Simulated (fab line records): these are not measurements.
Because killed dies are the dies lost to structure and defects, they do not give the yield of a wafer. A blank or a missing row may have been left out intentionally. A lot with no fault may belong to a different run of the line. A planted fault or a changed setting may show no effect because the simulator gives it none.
Problem report in the 8D (eight disciplines) form, filled by code -- flow rit-cmos -- the parts of the form that need people (team, actions taken, sign-off) are left out

== 1. PROBLEM STATEMENT ==
Mean of heater-power-total-W at RIT_PRETRO_SOFTBAKE_02: 41.81 W across 6 wafers in 2 lots; on wafers with no fault it is 34.56 W (standard deviation 0.046). So: +99 or more standard deviations from the usual mean.
The step: time 60 s.
First seen on wafer L373.2, day 5 15:58, on litho-track-02. The record has a number at this step for 42 wafers belonging to 14 lots. By rule, "out" or "out of limits" means more than 4 standard deviations away from the usual mean. The rest of the wafers with a number are treated as sound.

== 2. WHAT IT IS AND WHAT IT IS NOT ==
question,is,is not
which readings at this step,"heater-power-total-W, plate-temp-C",-
which lots,"L373, L375","L357, L358, L360, L361, L364, L365, L366, L368, L369, L370, L372, L379"
which wafers of those lots,all that have a number,-
read on which tools,litho-track-02,"litho-track-01, litho-track-03"
when,from day 5 15:58,up to then (33 sound wafers); but 3 sound wafers of L379 came after

== 3. WHAT RULES OUT EACH SUSPECT ==
Counting: a tool stays on the suspect list if, at a process step up to the reading, it processed all lots that are out and no sound lot following the first of them.
- plasma-asher-02 at RIT_PWELL_STRIP_09 (strips in O2, time 180 s): ruled out as a lasting fault. Sound lots L379 ran on it after its first lot that is out, L373 (day 5 08:07).
- litho-track-02 at RIT_PRETRO_SOFTBAKE_02 (time 60 s): kept. Every lot that is out went through it, starting with L373 (day 5 15:58), and after that it ran no sound lot; the last sound lot it ran before then is L369 (day 4 19:59). On those wafers its own readings are out: heater-power-total-W, plate-temp-C.
Remaining after the count: litho-track-02 at RIT_PRETRO_SOFTBAKE_02.

== 4. THE CAUSE (what the simulator had put in) ==
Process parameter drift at RIT_PRETRO_SOFTBAKE_02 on litho-track-02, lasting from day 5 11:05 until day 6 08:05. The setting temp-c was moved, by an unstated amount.
After counting, this tool was the only one left.

== 5. SEQUENCE OF EFFECTS, ordered by route ==
Each row: a reading where the mean over the struck wafers with a number is more than 3 standard deviations away from the usual. Only readings for which the record gives a usual standard deviation are gone through. hours: the time from each lot's start at the first step in this table that gives one to its start at this step, as a median over the lots. sigmas: the change in usual standard deviations.
hours,step,reading,usual,on struck wafers,change,sigmas
0,RIT_PRETRO_SOFTBAKE_02,heater-power-total-W,34.56 W,41.81,+7.25,+99 or more
0,RIT_PRETRO_SOFTBAKE_02,plate-temp-C,90.01 C,103.35,+13.34,+99 or more
The process steps in it:
- RIT_PRETRO_SOFTBAKE_02: time 60 s.
At these later measuring or inspecting steps, every struck wafer for which the step has a row has a number for every such reading, and none has moved that far: RIT_SDANNEAL_RS_MEAS_06.

== 6. WHAT WOULD HAVE CAUGHT IT SOONER ==
In this record no reading fell out of limits until day 5 15:58, 5 hours after the fault had begun at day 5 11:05.
